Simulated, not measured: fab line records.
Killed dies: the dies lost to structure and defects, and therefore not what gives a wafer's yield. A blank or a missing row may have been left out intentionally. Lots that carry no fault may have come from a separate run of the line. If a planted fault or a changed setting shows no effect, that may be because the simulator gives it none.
A struck lot beside a sound one :: flow rit-cmos :: 11 out of 202 route steps
Sound: these wafers, L851.1, L851.4, L851.6. The struck wafers were L843.1, L843.2, L843.5. The cause is named last.
Each step with rows lists, per side, the tool, then ch with its chambers, then its first start. Under that, the readings that differ: sound wafers :: struck wafers :: difference of the means :: sigmas: that difference in standard deviations of wafers without a fault.
alike: a reading whose means differ by less than 2 such deviations, as well as words and numbers matching on both sides. not compared: withheld readings; readings where some wafer has no value; bounds like >300 that might hide an equal value; numbers whose values overlap and for which the record gives no deviation.
Wherever a step has rows on one side only, a row that says differs or no value, or a row with sigmas, the two part there. When numbers do not overlap yet have no deviation, they are printed without sigmas and do not part them. A reading that every wafer of one side lacks parts them only if that side has two wafers or more.

RIT_ACTIVE_BOW_MEAS_00:
  sound on film-metro-04 at day 5 04:00; struck on film-metro-02 at day 3 12:00
reading: INCOMING_BOW (um)
sound: 21 9 5
struck: -4 -5 1
difference: -14
sigmas: -2
then, 1 step without rows for these wafers: RIT_ACTIVE_OXIDATION_01 (target thk 46.8 nm, ox time 3360 s).
RIT_ACTIVE_THK_MEAS_02:
  sound on film-metro-02 at day 5 06:56; struck on film-metro-02 at day 3 14:10
  alike: ACTIVE_OXIDE_THK
then, 1 step without rows for these wafers: RIT_ACTIVE_CVD_03 (deposits Si3N4 from SiH2Cl2/NH3, target thk 150 nm, time 1500 s).
RIT_ACTIVE_THK_MEAS_04:
  sound on film-metro-03 at day 5 09:52; struck on film-metro-02 at day 3 15:39
  alike: ACTIVE_NITRIDE_THK
then, 4 steps without rows for these wafers: RIT_ACTIVE_HMDS_05 (prime time 60 s); RIT_ACTIVE_COAT_06 (resist thk 1000 nm); RIT_ACTIVE_SOFTBAKE_07 (time 60 s); RIT_ACTIVE_EXPOSE_08 (exposes mask M1, target cd 1400 nm).
RIT_ACTIVE_PEB_09:
  sound on litho-track-03 ch 0, day 5 10:37; struck on litho-track-02, day 3 16:16
reading: exhaust-pa (Pa)
sound: 45.0 44.8 42.8
struck: - - -
difference: no value on the struck wafers
sigmas: 
  not compared: chill-plate-temp-C
then, 1 step without rows for these wafers: RIT_ACTIVE_DEVELOP_10 (develop time 48.94 s).

== WHERE THEY PART ==
First at RIT_ACTIVE_BOW_MEAS_00; last, within this record, at RIT_ACTIVE_PEB_09.

WHY: what the simulator had put in
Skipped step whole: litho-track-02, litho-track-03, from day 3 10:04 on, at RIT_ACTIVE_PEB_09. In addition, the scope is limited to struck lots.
